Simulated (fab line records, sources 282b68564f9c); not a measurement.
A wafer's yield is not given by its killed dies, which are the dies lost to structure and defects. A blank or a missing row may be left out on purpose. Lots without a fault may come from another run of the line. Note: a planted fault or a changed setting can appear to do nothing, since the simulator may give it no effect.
A single fault, viewed from 2 desks | flow ritCmos | only its own numbers are on each desk; what lay behind them is given at the end

== METROLOGY DESK ==
What the gauges read for every lot (on any tool): the sampled wafers with a number, averaged. Marked OUT: a lot whose mean sits more than 4 standard deviations from the usual mean, which makes it out of limits; the brackets give that distance.
Columns: A = cdNm at RIT_ACTIVE_CD_MEAS_11, usual 1400.3 nm
lot  | first seen here | A
L483 | day 1 20:16     | 1402.0
L484 | day 2 00:26     | 1403.1
L485 | day 2 05:26     | 1400.6
L486 | day 2 10:26     | 1402.4
L487 | day 2 16:01     | 1399.8
L488 | day 2 20:35     | 1400.9
L489 | day 3 02:03     | 1398.9
L492 | day 3 16:26     | 1399.5
L494 | day 4 02:28     | 1399.0
L495 | day 4 07:29     | 1398.7
L496 | day 4 12:26     | 1401.6
L498 | day 4 22:28     | 1372.6 (-14) OUT
L499 | day 5 03:29     | 1384.9 (-7.7) OUT
L501 | day 5 13:35     | 1382.7 (-8.8) OUT
L505 | day 6 09:43     | 1402.5
Finding of this desk: L498, L499, L501 out of limits; the first was L498 at day 4 22:28, on cdNm at RIT_ACTIVE_CD_MEAS_11. Within limits: L483, L484, L485, L486, L487, L488, L489, L492, L494, L495, L496, L505.

== FOR THE TOOL OWNER'S DESK: ilineStepper-02 ==
The tool's own readings at RIT_ACTIVE_EXPOSE_08 (exposes mask M1, target cd 1400 nm): means of the sampled wafers that have a number, for each lot that ran on this tool. Marked OUT: a lot whose mean sits more than 4 standard deviations from the usual mean, which makes it out of limits; the brackets give that distance.
Columns: A = exposureDoseMJCm2 at RIT_ACTIVE_EXPOSE_08, usual 225.03
lot  | first seen here | A
L483 | day 1 19:52     | 224.95
L484 | day 2 00:02     | 225.17
L485 | day 2 05:02     | 225.07
L486 | day 2 10:02     | 225.11
L487 | day 2 15:37     | 225.00
L494 | day 4 02:04     | 224.80
L495 | day 4 07:05     | 224.92
L496 | day 4 12:02     | 225.19
L498 | day 4 22:04     | 219.57 (-21) OUT
L499 | day 5 03:05     | 215.17 (-38) OUT
L501 | day 5 13:11     | 212.26 (-49) OUT
Finding of this desk: L498, L499, L501 out of limits; the first was L498 at day 4 22:04, on exposureDoseMJCm2 at RIT_ACTIVE_EXPOSE_08. Within limits: L483, L484, L485, L486, L487, L494, L495, L496.

== PUT TOGETHER ==
The tool owner's desk could have raised an alarm at day 4 22:04, on L498, L499, L501.
The metrology desk could have raised an alarm at day 4 22:28, on L498, L499, L501.
On ilineStepper-02, each named lot ran RIT_ACTIVE_EXPOSE_08.

== WHAT THE SIMULATOR PUT IN ==
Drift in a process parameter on ilineStepper-02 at RIT_ACTIVE_EXPOSE_08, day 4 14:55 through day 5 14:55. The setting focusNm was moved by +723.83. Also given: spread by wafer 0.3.
Lots struck among those shown: L498, L499, L501.
Fault start to first reading out of limits, in hours, per desk: tool owner, 7; metrology, 8.
